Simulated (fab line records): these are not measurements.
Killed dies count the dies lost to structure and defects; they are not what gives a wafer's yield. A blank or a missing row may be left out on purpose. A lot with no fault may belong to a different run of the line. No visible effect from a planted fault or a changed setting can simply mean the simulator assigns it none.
Comparing a struck lot with a sound one | flow rit-cmos | 18 out of 202 route steps
Sound: these wafers, L175.3, L175.4, L175.6. Wafers struck: L177.2, L177.4, L177.6. At the end, the cause is stated.
Order at every step that has rows: each side's tool, ch and its chambers, its first start. Under that, the readings that differ: sound wafers | struck wafers | difference of the means | sigmas: that difference in standard deviations of wafers without a fault.
alike: words and numbers the same on both sides, and readings whose means are apart by under 2 such deviations; not compared: readings that were withheld, readings missing a value for some wafer, numbers with overlapping values and no deviation given by the record, and bounds like >300 which may hide the same value.
A row with sigmas, a row that says differs or no value, or rows on one side alone: a step with any of these is where the two part. When numbers do not overlap yet have no deviation, they are printed without sigmas and do not part them. A reading missing from all wafers of one side parts the sides only when that side holds two or more wafers.

first, 2 steps without rows for these wafers: RIT_ACTIVE_CLEAN_17 (cleans in SC2, time 600 s); RIT_FOX1_OXIDATION_00 (target thk 350.7 nm, ox time 1130 s).
RIT_FOX1_THK_MEAS_01:
  struck on film-metro-02, day 3 17:06; sound on film-metro-02, day 3 05:36
  alike: FOX1_OXIDE_THK
then, 2 steps without rows for these wafers: RIT_FOX1_WET_ETCH_02 (etches SiO2 in BOE, target depth 350 nm, time 390 s); RIT_FOX2_OXIDATION_00 (target thk 350.7 nm, ox time 1130 s).
RIT_FOX2_THK_MEAS_01:
  struck on film-metro-02, day 3 18:49; sound on film-metro-03, day 3 07:07
  alike: FOX2_OXIDE_THK
then, 2 steps without rows for these wafers: RIT_FOX2_CLEAN_02 (cleans in dHF, time 180 s); RIT_FOX2_WET_ETCH_03 (etches Si3N4 in H3PO4, target depth 195 nm, time 2652 s).
RIT_FOX2_THK_MEAS_90:
  struck on film-metro-04, day 3 19:41; sound on film-metro-03, day 3 07:59
  alike: FIELD_OXIDE_LEFT_1_THK
then, 3 steps without rows for these wafers: RIT_NWELL_HMDS_00 (prime time 60 s); RIT_NWELL_COAT_01 (resist thk 1300 nm); RIT_NWELL_SOFTBAKE_02 (time 60 s).
RIT_NWELL_EXPOSE_03: exposes mask M2, target cd 43900 nm.
  sound on iline-stepper-01 ch 0, day 3 08:31; struck on iline-stepper-01 ch 0, day 3 20:20
  reading                       | sound                | struck               | difference | sigmas
  model.NWELL.overlay-x-nm (nm) | 0.9188 0.9188 0.9188 | -300.1 -300.1 -300.1 | -301.0     |
  alike: mask
then, 2 steps without rows for these wafers: RIT_NWELL_PEB_04; RIT_NWELL_DEVELOP_05 (develop time 68 s).
RIT_NWELL_OVL_MEAS_06:
  struck on overlay-02, day 3 20:45; sound on overlay-02, day 3 08:56
  reading        | sound       | struck               | difference | sigmas
  NWELL_OVL (nm) | 1.5 1.2 2.4 | -300.1 -298.5 -300.4 | -301.4     | -99 or more
then, 1 step without rows for these wafers: RIT_NWELL_HARDBAKE_07 (time 120 s).
RIT_M1_PROBE_99:
  struck on prober-01, day 5 16:16; sound on prober-01, day 5 07:04
  reading                                 | sound             | struck            | difference | sigmas
  killed-at-front-end                     | 2 7 1             | 13 8 7            | +6         | +2
  killed-dies                             | 2 8 1             | 13 8 7            | +6         | +2
  model.etest.well-edge-right.line-ohm-um | 185.4 183 182.2   | 198.2 195.6 201.6 | +14.9      |
  model.etest.well-edge-left.line-ohm-um  | 184.8 185.6 184.7 | 170.6 169.7 169.8 | -15.0      |
  alike: killed-at-contacts, killed-open, killed-short

## WHERE THEY PART
Earliest at RIT_NWELL_OVL_MEAS_06; latest, in this record, at RIT_M1_PROBE_99.

WHY: whatever the simulator had introduced
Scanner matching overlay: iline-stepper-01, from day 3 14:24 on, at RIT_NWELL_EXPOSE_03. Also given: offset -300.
